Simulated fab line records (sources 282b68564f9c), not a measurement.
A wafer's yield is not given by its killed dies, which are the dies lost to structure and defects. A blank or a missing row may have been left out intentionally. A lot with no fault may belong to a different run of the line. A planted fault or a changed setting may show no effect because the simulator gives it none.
Split-lot study || flow rit-cmos || 23 wafers read from 5 lots, route of 202 steps

## SPLIT DETAILS
At RIT_GATE_CVD_08 (deposits poly-Si from SiH4, target thk 250 nm, time 2220 s), the setting pressure-mtorr was moved away from the recipe's 300 mTorr on 20 of the 23 wafers read, by -9.4% to +5.2%. The other wafers ran this setting at the recipe's value.

No step appears in the file between the split and the reading.

## THE READING
GATE_POLY_THK at RIT_GATE_THK_MEAS_09, in nm. A value of 250.4 nm with a standard deviation of 2 nm is what fault-free wafers of this fab line usually give.

{"wafer": "L076.1", "tool, chamber at the split": "-, -", "pressure-mtorr as run, mTorr": 315.5, "against the recipe": "+5.2%", "GATE_POLY_THK, nm": 261.4, "against lot-mates on the recipe": "no lot-mate on the recipe"}
{"wafer": "L076.2", "tool, chamber at the split": "-, -", "pressure-mtorr as run, mTorr": 315.5, "against the recipe": "+5.2%", "GATE_POLY_THK, nm": 259.1, "against lot-mates on the recipe": "no lot-mate on the recipe"}
{"wafer": "L076.3", "tool, chamber at the split": "-, -", "pressure-mtorr as run, mTorr": 315.5, "against the recipe": "+5.2%", "GATE_POLY_THK, nm": 258.9, "against lot-mates on the recipe": "no lot-mate on the recipe"}
{"wafer": "L076.4", "tool, chamber at the split": "-, -", "pressure-mtorr as run, mTorr": 315.5, "against the recipe": "+5.2%", "GATE_POLY_THK, nm": 257.5, "against lot-mates on the recipe": "no lot-mate on the recipe"}
{"wafer": "L076.5", "tool, chamber at the split": "-, -", "pressure-mtorr as run, mTorr": 315.5, "against the recipe": "+5.2%", "GATE_POLY_THK, nm": 257.4, "against lot-mates on the recipe": "no lot-mate on the recipe"}
{"wafer": "L077.1", "tool, chamber at the split": "-, -", "pressure-mtorr as run, mTorr": 280.3, "against the recipe": "-6.6%", "GATE_POLY_THK, nm": 243.3, "against lot-mates on the recipe": "no lot-mate on the recipe"}
{"wafer": "L077.3", "tool, chamber at the split": "-, -", "pressure-mtorr as run, mTorr": 280.3, "against the recipe": "-6.6%", "GATE_POLY_THK, nm": 241.2, "against lot-mates on the recipe": "no lot-mate on the recipe"}
{"wafer": "L077.4", "tool, chamber at the split": "-, -", "pressure-mtorr as run, mTorr": 280.3, "against the recipe": "-6.6%", "GATE_POLY_THK, nm": 244.0, "against lot-mates on the recipe": "no lot-mate on the recipe"}
{"wafer": "L077.5", "tool, chamber at the split": "-, -", "pressure-mtorr as run, mTorr": 280.3, "against the recipe": "-6.6%", "GATE_POLY_THK, nm": 243.9, "against lot-mates on the recipe": "no lot-mate on the recipe"}
{"wafer": "L077.6", "tool, chamber at the split": "-, -", "pressure-mtorr as run, mTorr": 280.3, "against the recipe": "-6.6%", "GATE_POLY_THK, nm": 244.5, "against lot-mates on the recipe": "no lot-mate on the recipe"}
{"wafer": "L080.2", "tool, chamber at the split": "-, -", "pressure-mtorr as run, mTorr": 287.9, "against the recipe": "-4.0%", "GATE_POLY_THK, nm": 247.3, "against lot-mates on the recipe": "no lot-mate on the recipe"}
{"wafer": "L080.3", "tool, chamber at the split": "-, -", "pressure-mtorr as run, mTorr": 287.9, "against the recipe": "-4.0%", "GATE_POLY_THK, nm": 249.6, "against lot-mates on the recipe": "no lot-mate on the recipe"}
{"wafer": "L080.4", "tool, chamber at the split": "-, -", "pressure-mtorr as run, mTorr": 287.9, "against the recipe": "-4.0%", "GATE_POLY_THK, nm": 248.0, "against lot-mates on the recipe": "no lot-mate on the recipe"}
{"wafer": "L080.5", "tool, chamber at the split": "-, -", "pressure-mtorr as run, mTorr": 287.9, "against the recipe": "-4.0%", "GATE_POLY_THK, nm": 245.6, "against lot-mates on the recipe": "no lot-mate on the recipe"}
{"wafer": "L080.6", "tool, chamber at the split": "-, -", "pressure-mtorr as run, mTorr": 287.9, "against the recipe": "-4.0%", "GATE_POLY_THK, nm": 246.2, "against lot-mates on the recipe": "no lot-mate on the recipe"}
{"wafer": "L082.1", "tool, chamber at the split": "-, -", "pressure-mtorr as run, mTorr": 271.8, "against the recipe": "-9.4%", "GATE_POLY_THK, nm": 234.8, "against lot-mates on the recipe": "no lot-mate on the recipe"}
{"wafer": "L082.2", "tool, chamber at the split": "-, -", "pressure-mtorr as run, mTorr": 271.8, "against the recipe": "-9.4%", "GATE_POLY_THK, nm": 236.2, "against lot-mates on the recipe": "no lot-mate on the recipe"}
{"wafer": "L082.3", "tool, chamber at the split": "-, -", "pressure-mtorr as run, mTorr": 271.8, "against the recipe": "-9.4%", "GATE_POLY_THK, nm": 236.1, "against lot-mates on the recipe": "no lot-mate on the recipe"}
{"wafer": "L082.5", "tool, chamber at the split": "-, -", "pressure-mtorr as run, mTorr": 271.8, "against the recipe": "-9.4%", "GATE_POLY_THK, nm": 235.5, "against lot-mates on the recipe": "no lot-mate on the recipe"}
{"wafer": "L082.6", "tool, chamber at the split": "-, -", "pressure-mtorr as run, mTorr": 271.8, "against the recipe": "-9.4%", "GATE_POLY_THK, nm": 234.1, "against lot-mates on the recipe": "no lot-mate on the recipe"}
{"wafer": "L085.1", "tool, chamber at the split": "lpcvd-02, 1", "pressure-mtorr as run, mTorr": 300, "against the recipe": "recipe", "GATE_POLY_THK, nm": 248.9, "against lot-mates on the recipe": "-"}
{"wafer": "L085.3", "tool, chamber at the split": "lpcvd-02, 1", "pressure-mtorr as run, mTorr": 300, "against the recipe": "recipe", "GATE_POLY_THK, nm": 249.4, "against lot-mates on the recipe": "-"}
{"wafer": "L085.4", "tool, chamber at the split": "lpcvd-02, 1", "pressure-mtorr as run, mTorr": 300, "against the recipe": "recipe", "GATE_POLY_THK, nm": 246.9, "against lot-mates on the recipe": "-"}

THE FIT
A straight line over all 23 wafers: GATE_POLY_THK changes by +1.47 nm for each +1% of pressure-mtorr; r = +0.96; the points scatter about the line by 2.4 nm.
Too few moved wafers with a lot-mate on the recipe to fit a line net of each lot's own level.

## THE WHOLE CHAIN: every reading that the file lists as answering this split, in the file's order
{"step": "RIT_GATE_CVD_08", "what it does": "deposits poly-Si from SiH4, target thk 250 nm, time 2220 s", "reading": "poly-Si_of_GATE_CVD_08.thk-nm (the simulator's own value, which no gauge read)", "change (the file's fit)": "+1.47 nm for each +1% of the setting", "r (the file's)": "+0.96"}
{"step": "RIT_GATE_THK_MEAS_09", "what it does": "", "reading": "GATE_POLY_THK", "change (the file's fit)": "+1.47 for each +1% of the setting", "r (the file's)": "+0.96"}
{"step": "RIT_GATE_ETCH_19", "what it does": "etches poly-Si in SF6/CHF3/O2, stops on SiO2, time 165 s, target depth 312.5 nm", "reading": "GATE.feature-depth-nm (the simulator's own value, which no gauge read)", "change (the file's fit)": "+1.47 nm for each +1% of the setting", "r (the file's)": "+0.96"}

## FILE'S OWN FIT
GATE_POLY_THK changes by +1.47 nm for each +1% of pressure-mtorr, r = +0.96.
